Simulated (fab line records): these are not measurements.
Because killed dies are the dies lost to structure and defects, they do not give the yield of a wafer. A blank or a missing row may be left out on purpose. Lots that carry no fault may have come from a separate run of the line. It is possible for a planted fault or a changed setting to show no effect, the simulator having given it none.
One fault seen from 2 desks / flow rit-cmos / only its own numbers are on each desk; what lay behind them is given at the end

THE TOOL OWNER'S DESK: pvd-sputter-02
The tool's own readings at RIT_M1_SPUTTER_00 (material Al, target thk 400 nm, time 500 s): means of the sampled wafers that have a number, for each lot that ran on this tool. Any lot whose mean is over 4 standard deviations away from the usual mean is out of limits and marked OUT; that distance is given in the brackets.
Columns: A = throttle-valve-pct at RIT_M1_SPUTTER_00, usual 30.1 %
lot=L643; first seen here=day 3 10:53; A=30.0
lot=L647; first seen here=day 4 09:08; A=30.1
lot=L649; first seen here=day 4 16:06; A=29.9
lot=L651; first seen here=day 5 07:43; A=30.0
lot=L655; first seen here=day 6 00:16; A=30.1
lot=L659; first seen here=day 6 19:46; A=30.0
lot=L661; first seen here=day 7 06:34; A=30.0
Finding of this desk: none of the 7 lots has anything out of limits.

AT THE METROLOGY DESK
What the gauges read for every lot (on any tool): the sampled wafers with a number, averaged. Any lot whose mean is over 4 standard deviations away from the usual mean is out of limits and marked OUT; that distance is given in the brackets.
Columns: A = M1_AL_RS at RIT_M1_RS_MEAS_01, usual 0.0733 ohm/sq; B = M1_AL_THK at RIT_M1_THK_MEAS_02, usual 397 nm
lot=L643; first seen here=day 3 11:11; A=0.0728; B=402
lot=L644; first seen here=day 3 16:32; A=0.0725; B=401
lot=L646; first seen here=day 4 02:22; A=0.0741; B=396
lot=L647; first seen here=day 4 09:27; A=0.0728; B=399
lot=L648; first seen here=day 4 11:40; A=0.0735; B=396
lot=L649; first seen here=day 4 16:23; A=0.0730; B=394
lot=L651; first seen here=day 5 08:01; A=0.0732; B=394
lot=L652; first seen here=day 5 09:45; A=0.0736; B=392
lot=L654; first seen here=day 5 18:11; A=0.0726; B=400
lot=L655; first seen here=day 6 00:37; A=0.0732; B=401
lot=L659; first seen here=day 6 20:04; A=0.0731; B=395
lot=L661; first seen here=day 7 06:53; A=0.0640 (-15) OUT; B=478 (+20) OUT
lot=L664; first seen here=day 7 19:02; A=0.0736; B=394
This desk's finding: out of limits on L661; first on L661, day 7 06:53 (M1_AL_RS at RIT_M1_RS_MEAS_01). L643, L644, L646, L647, L648, L649, L651, L652, L654, L655, L659, L664 stayed within limits.

TAKEN TOGETHER
An alarm was possible from the metrology desk at day 7 06:53, on L661.
Nothing out of limits was seen by the tool owner's desk.
On record at the tool owner's desk: L661, within its limits.
All the named lots went through RIT_M1_SPUTTER_00 on pvd-sputter-02.

WHAT THE SIMULATOR HAD PUT IN
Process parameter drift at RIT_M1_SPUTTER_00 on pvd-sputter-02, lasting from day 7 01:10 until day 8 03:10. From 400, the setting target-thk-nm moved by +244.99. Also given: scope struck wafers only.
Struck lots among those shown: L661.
Hours from the fault's start to each desk's first reading out of limits: the metrology desk, 6.
